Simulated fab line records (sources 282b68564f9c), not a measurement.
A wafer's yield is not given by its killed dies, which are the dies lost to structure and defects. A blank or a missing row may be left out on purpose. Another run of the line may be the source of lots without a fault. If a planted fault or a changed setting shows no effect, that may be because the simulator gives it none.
Check for tools in common -- flow ritCmos -- 14 lots and 42 wafers in the sample

## REASON FOR OPENING
At RIT_PRETRO_TW_MEAS_10 the reading PRETRO_TW is flagged on 2 of 14 lots. No-fault wafers: 478.7, standard deviation 2.5.
Rule: a lot is flagged in two cases, either no wafer of it has a number, or all its wafers with numbers fall more than 4 standard deviations from that mean. As for the other lots, they are considered sound.

lot,measured,on,"PRETRO_TW, wafer by wafer",flag
L303,day 2 08:26,filmMetro-02,476.5 474.2 475.8,
L304,day 2 14:31,filmMetro-03,480.6 479.5 476.9,
L305,day 2 22:49,filmMetro-01,476.9 476.7 478.0,
L306,day 3 03:03,filmMetro-03,478.8 479.0 476.3,
L307,day 3 04:32,filmMetro-01,474.7 471.1 475.0,
L308,day 3 10:52,filmMetro-01,477.2 478.0 474.6,
L311,day 4 04:51,filmMetro-02,481.0 483.4 480.7,
L313,day 4 12:45,filmMetro-03,447.5 445.6 446.1,FLAGGED
L315,day 5 00:03,filmMetro-03,480.2 478.9 480.4,
L317,day 5 09:09,filmMetro-03,441.8 444.6 445.0,FLAGGED
L323,day 6 12:55,filmMetro-03,480.0 480.1 482.1,
L324,day 6 18:21,filmMetro-03,479.4 480.6 481.1,
L325,day 6 23:32,filmMetro-03,481.6 481.8 481.3,
L326,day 7 07:05,filmMetro-01,475.7 477.1 474.1,
The numbers of the flagged lots are 445.1 on average: -33.6 against the usual, or -13 standard deviations.

## WHICH TOOL EACH LOT WENT THROUGH
The record keeps 1 process step preceding the reading, out of 202 steps on the route. Read each cell as the tool, then ch plus the chambers that the sampled wafers visited, then the start.
lot,flag,RIT_PRETRO_IMPLANT_08
L303,,"implanter-03 ch 0, day 2 08:07"
L304,,"implanter-03 ch 0, day 2 14:11"
L305,,"implanter-02 ch 0, day 2 22:30"
L306,,"implanter-04 ch 0, day 3 02:43"
L307,,"implanter-03 ch 0, day 3 04:13"
L308,,"implanter-03 ch 0, day 3 10:32"
L311,,"implanter-03 ch 0, day 4 04:32"
L313,FLAGGED,"implanter-03 ch 0, day 4 12:26"
L315,,"implanter-02 ch 0, day 4 23:44"
L317,FLAGGED,"implanter-03 ch 0, day 5 08:50"
L323,,"implanter-02 ch 0, day 6 12:35"
L324,,"implanter-02 ch 0, day 6 18:04"
L325,,"implanter-04 ch 0, day 6 23:13"
L326,,"implanter-02 ch 0, day 7 06:46"
What these steps do:
- RIT_PRETRO_IMPLANT_08
- RIT_PRETRO_TW_MEAS_10

## FLAGGED AGAINST TOTAL, ONE TOOL AT A TIME (gauges that did the reading follow at the end)
step,tool,lots run,flagged,share of the flagged lots,sound lots run after its first flagged lot
RIT_PRETRO_IMPLANT_08,implanter-02,5,0,none,-
RIT_PRETRO_IMPLANT_08,implanter-03,7,2,all,0
RIT_PRETRO_IMPLANT_08,implanter-04,2,0,none,-
RIT_PRETRO_TW_MEAS_10,filmMetro-01,4,0,none,-
RIT_PRETRO_TW_MEAS_10,filmMetro-02,2,0,none,-
RIT_PRETRO_TW_MEAS_10,filmMetro-03,8,2,all,"4 (L315,L323,L324,L325)"

## WHAT IS ALLOWED BY THE TABLE
Every flagged lot went through 2 rows of the table: implanter-03 at RIT_PRETRO_IMPLANT_08 and filmMetro-03 at RIT_PRETRO_TW_MEAS_10.
- implanter-03 at RIT_PRETRO_IMPLANT_08: 2 of its 7 lots flagged. Its last sound lot is L311 (day 4 04:32), its first flagged lot L313 (day 4 12:26): a fault that began between those two fits. Its own readings lie more than 4 standard deviations out on every wafer of the flagged lots: beamEnergyKeV.
- filmMetro-03 at RIT_PRETRO_TW_MEAS_10: 2 of its 8 lots flagged. After the first flagged lot (L315, L323, L324, L325), sound lots still ran on it; a lasting fault on the whole tool would not permit that.
Just one tool remains: implanter-03 at RIT_PRETRO_IMPLANT_08.

## WHAT WAS PUT IN BY THE SIMULATOR
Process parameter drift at RIT_PRETRO_IMPLANT_08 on implanter-03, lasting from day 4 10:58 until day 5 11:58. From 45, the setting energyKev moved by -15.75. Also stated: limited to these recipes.
Lots struck among those shown: L313, L317. The rule given above showed the same thing.
